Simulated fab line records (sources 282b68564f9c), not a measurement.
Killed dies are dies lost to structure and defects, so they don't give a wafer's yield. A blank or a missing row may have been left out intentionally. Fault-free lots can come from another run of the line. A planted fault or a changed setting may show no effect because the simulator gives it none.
Comparing a struck lot with a sound one || flow ritCmos || 27 out of 202 route steps
Sound: these wafers, L783.1, L783.2, L783.3. Wafers L791.1, L791.5, L791.6 were the ones struck. The cause is given at the end.
Each step with rows lists, per side, the tool, then ch with its chambers, then its first start. Under that, the readings that differ: sound wafers || struck wafers || difference of the means || sigmas: that difference in standard deviations of wafers without a fault.
alike: words and numbers the same on both sides, and readings whose means are apart by under 2 such deviations; not compared: readings that were withheld, readings missing a value for some wafer, numbers with overlapping values and no deviation given by the record, and bounds like >300 which may hide the same value.
Wherever a step has rows on one side only, a row that says differs or no value, or a row with sigmas, the two part there. Numbers that don't overlap but have no deviation are shown without sigmas and don't part them. A reading that every wafer of one side lacks parts them only if that side has two wafers or more.

first, 4 steps without rows for these wafers: RIT_CONTACT_SOFTBAKE_04 (time 60 s); RIT_CONTACT_EXPOSE_05 (exposes mask M11, target cd 1000 nm); RIT_CONTACT_PEB_06; RIT_CONTACT_DEVELOP_07 (develop time 120 s).
RIT_CONTACT_CD_MEAS_08 targets a cd of 1000 nm.
  struck on cdSem-02, day 6 14:29; sound on cdSem-02, day 5 05:29
  alike: cdNm
RIT_CONTACT_OVL_MEAS_09:
  struck on overlay-02, day 6 14:36; sound on overlay-02, day 5 05:36
  alike: CONTACT_OVL
then, 1 step without rows for these wafers: RIT_CONTACT_HARDBAKE_10 (time 60 s).
RIT_CONTACT_ETCH_11: etches SiO2 in CHF3/CF4/Ar, stops on TiSi2, target depth 480 nm, time 320 s.
  sound on rieDiel-01 ch 0,2,3, day 5 05:47; struck on rieDiel-02 ch 0,3, day 6 14:53
{"reading": "oesProductAu (a.u.)", "sound": "0.980 0.974 0.978", "struck": "1.026 1.016 0.999", "difference": "+0.036", "sigmas": "+2"}
  alike: drypumpMotorCurrentA, mfcArSccm, rfFwdPowerW, throttleValvePct
  not compared: rfHoursCounterH
RIT_CONTACT_STRIP_12: strips in O2, time 180 s.
  sound on plasmaAsher-01 ch 0,1, day 5 05:59; struck on plasmaAsher-03 ch 0,1, day 6 15:05
  alike: drypumpMotorCurrentA
  not compared: rfHoursCounterH
RIT_CONTACT_CD_MEAS_90 targets a cd of 1000 nm.
  struck on cdSem-02, day 6 15:16; sound on cdSem-02, day 5 06:10
  alike: cdNm
then, 2 steps without rows for these wafers: RIT_CONTACT_CLEAN_13 (cleans in SC1, time 600 s); RIT_CONTACT_CLEAN_14 (cleans in SC2, time 600 s).
RIT_M1_SPUTTER_00: material Al, target thk 400 nm, time 500 s.
  struck on pvdSputter-01, day 6 15:44; sound on pvdSputter-04, day 5 06:38
{"reading": "chamberPressurePa (Pa)", "sound": "0.4001 0.4009 0.3998", "struck": "0.3635 0.3633 0.3642", "difference": -0.0366, "sigmas": -45}
{"reading": "model.Al_of_M1_SPUTTER_00.thkNm (nm)", "sound": "403.2 401.8 401.4", "struck": "409.6 408.6 412.3", "difference": "+8.0", "sigmas": ""}
  alike: throttleValvePct
RIT_M1_RS_MEAS_01: measures by four-point-probe.
  struck on filmMetro-02, day 6 16:01; sound on filmMetro-01, day 5 06:56
  alike: M1_AL_RS
RIT_M1_THK_MEAS_02: measures by xrf.
  struck on filmMetro-02, day 6 16:08; sound on filmMetro-01, day 5 07:04
  alike: M1_AL_THK
then, 6 steps without rows for these wafers: RIT_M1_HMDS_03 (prime time 60 s); RIT_M1_COAT_04 (resist thk 1300 nm); RIT_M1_SOFTBAKE_05 (time 60 s); RIT_M1_EXPOSE_06 (exposes mask M12, target cd 2600 nm); RIT_M1_PEB_07; RIT_M1_DEVELOP_08 (develop time 68 s).
RIT_M1_CD_MEAS_09 targets a cd of 2600 nm.
  struck on cdSem-02, day 6 17:08; sound on cdSem-02, day 5 08:07
  alike: cdNm
RIT_M1_OVL_MEAS_10:
  struck on overlay-02, day 6 17:16; sound on overlay-01, day 5 08:14
  alike: M1_OVL
then, 1 step without rows for these wafers: RIT_M1_HARDBAKE_11 (time 120 s).
RIT_M1_METAL_ETCH_12: etches Al in Cl2/BCl3, stops on SiO2, time 165 s, target depth 600 nm.
  sound on rieMetal-04 ch 0,1, day 5 08:32; struck on rieMetal-02 ch 0,1, day 6 17:38
{"reading": "model.M1.featureDepthNm (nm)", "sound": "436.3 433.1 432.7", "struck": "441.4 440.5 444.5", "difference": "+8.1", "sigmas": ""}
{"reading": "model.etch.depthNm (nm)", "sound": "403.2 401.8 401.4", "struck": "409.6 408.6 412.3", "difference": "+8.0", "sigmas": ""}
  alike: drypumpMotorCurrentA, oesProductAu, rfFwdPowerW, throttleValvePct
  not compared: rfHoursCounterH
then, 1 step without rows for these wafers: RIT_M1_STRIP_13 (strips in nmp, time 600 s).
RIT_M1_PROBE_99:
  struck on prober-01, day 6 19:53; sound on prober-02, day 5 10:47
  alike: defectLimitedYield, killedAtFrontEnd, killedDies, killedOpen, killedShort, sort_bin_3_pad_short, sort_bin_5_function, sort_bin_6_memory, sortNPass, sortYieldPct

WHERE THEY PART
Last at RIT_M1_SPUTTER_00 as far as this record goes, first at RIT_CONTACT_ETCH_11. Later steps at which nothing parts them and some readings are alike: RIT_M1_RS_MEAS_01, RIT_M1_THK_MEAS_02, RIT_M1_CD_MEAS_09, RIT_M1_OVL_MEAS_10, RIT_M1_METAL_ETCH_12, RIT_M1_PROBE_99.

WHY: what had been put in by the simulator
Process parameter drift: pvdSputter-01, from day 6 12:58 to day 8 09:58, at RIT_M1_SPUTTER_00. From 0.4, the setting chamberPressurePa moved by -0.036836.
